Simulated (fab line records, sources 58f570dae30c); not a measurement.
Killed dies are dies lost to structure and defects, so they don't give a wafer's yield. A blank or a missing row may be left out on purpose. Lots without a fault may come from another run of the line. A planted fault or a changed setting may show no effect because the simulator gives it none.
A struck lot beside a sound one | flow berkeley_cmos170 | 17 steps out of a route of 331
Sound: wafers L737.1, L737.3, L737.6. Struck: wafers L741.2, L741.4, L741.6. The cause comes at the end.
At each step with rows: each side's tool, then ch and its chambers, then its first start. Under that, the readings that differ: sound wafers | struck wafers | difference of the means | sigmas: that difference in standard deviations of wafers without a fault.
alike: readings whose means differ by less than 2 such deviations, and words and numbers that are the same on both sides. not compared: withheld readings, readings that some wafer has no value for, bounds like >300 that may hide the same value, and numbers for which the record gives no deviation and whose values overlap.
The two part at a step that has a row with sigmas, a row that says differs or no value, or rows on one side only. Numbers that don't overlap but have no deviation are shown without sigmas and don't part them. A reading that every wafer of one side lacks parts them only if that side has two wafers or more.

first, 6 steps without rows for these wafers: UCB170_V1_HMDS_06 (prime time 60 s); UCB170_V1_COAT_07 (resist thk 900 nm); UCB170_V1_SOFTBAKE_08 (time 60 s); UCB170_V1_EXPOSE_09 (exposes mask VIA1, target cd 700 nm); UCB170_V1_PEB_10; UCB170_V1_DEVELOP_11 (develop time 45 s).
UCB170_V1_CD_MEAS_12: target cd 700 nm.
  sound on cd_sem-02, day 7 18:53; struck on cd_sem-01, day 9 14:08
  alike: cd_nm
UCB170_V1_OVL_MEAS_13:
  sound on overlay-02, day 7 19:00; struck on overlay-02, day 9 14:14
  alike: V1_OVL
UCB170_V1_ETCH_14: etches SiO2 in CHF3/CF4/Ar, stops on Al, target depth 1250 nm, time 291 s.
  sound on rie_diel-02 ch 0,1,3, day 7 19:02; struck on rie_diel-02 ch 0,1,2, day 9 14:16
  alike: drypump_motor_current_A, oes_product_au, rf_fwd_power_W, throttle_valve_pct
  not compared: rf_hours_counter_h
UCB170_V1_STRIP_15: strips in O2.
  sound on plasma_asher-01 ch 0,1, day 7 19:13; struck on plasma_asher-02 ch 0,1, day 9 14:27
  alike: drypump_motor_current_A, oes_product_au, strip_time_to_endpoint_s
  not compared: rf_hours_counter_h
UCB170_V1_CD_MEAS_90: target cd 700 nm.
  sound on cd_sem-02, day 7 19:19; struck on cd_sem-01, day 9 14:34
  alike: cd_nm
then, 1 step without rows for these wafers: UCB170_M2_PRE_CLEAN_00 (preclean etch time 60 s).
UCB170_M2_SPUTTER_01: material Al, target thk 900 nm, time 120 s.
  sound on pvd_sputter-02, day 7 19:30; struck on pvd_sputter-02, day 9 14:44
  reading                               | sound           | struck            | difference | sigmas
  model.Al_of_M2_SPUTTER_01.thk_nm (nm) | 898.6 914.9 910 | 951.4 958.5 952.9 | +46.4      |
  alike: throttle_valve_pct
UCB170_M2_RS_MEAS_02: measures by four-point-probe.
  sound on film_metro-03, day 7 19:35; struck on film_metro-03, day 9 14:50
  reading           | sound                   | struck                  | difference | sigmas
  M2_AL_RS (ohm/sq) | 0.03221 0.03162 0.03171 | 0.03038 0.03018 0.03032 | -0.00155   | -6
UCB170_M2_THK_MEAS_03: measures by xrf.
  sound on film_metro-03, day 7 19:43; struck on film_metro-03, day 9 14:57
  reading        | sound       | struck      | difference | sigmas
  M2_AL_THK (nm) | 883 902 899 | 951 957 950 | +58        | +7
then, 1 step without rows for these wafers: UCB170_M2_HMDS_04 (prime time 60 s).
UCB170_M3_PROBE_99:
  the record has rows for the struck wafers here (prober-02, day 10 02:37) and none for the sound ones

WHERE THEY PART
First at UCB170_M2_RS_MEAS_02; last, within this record, at UCB170_M3_PROBE_99.

WHY: what the simulator had put in
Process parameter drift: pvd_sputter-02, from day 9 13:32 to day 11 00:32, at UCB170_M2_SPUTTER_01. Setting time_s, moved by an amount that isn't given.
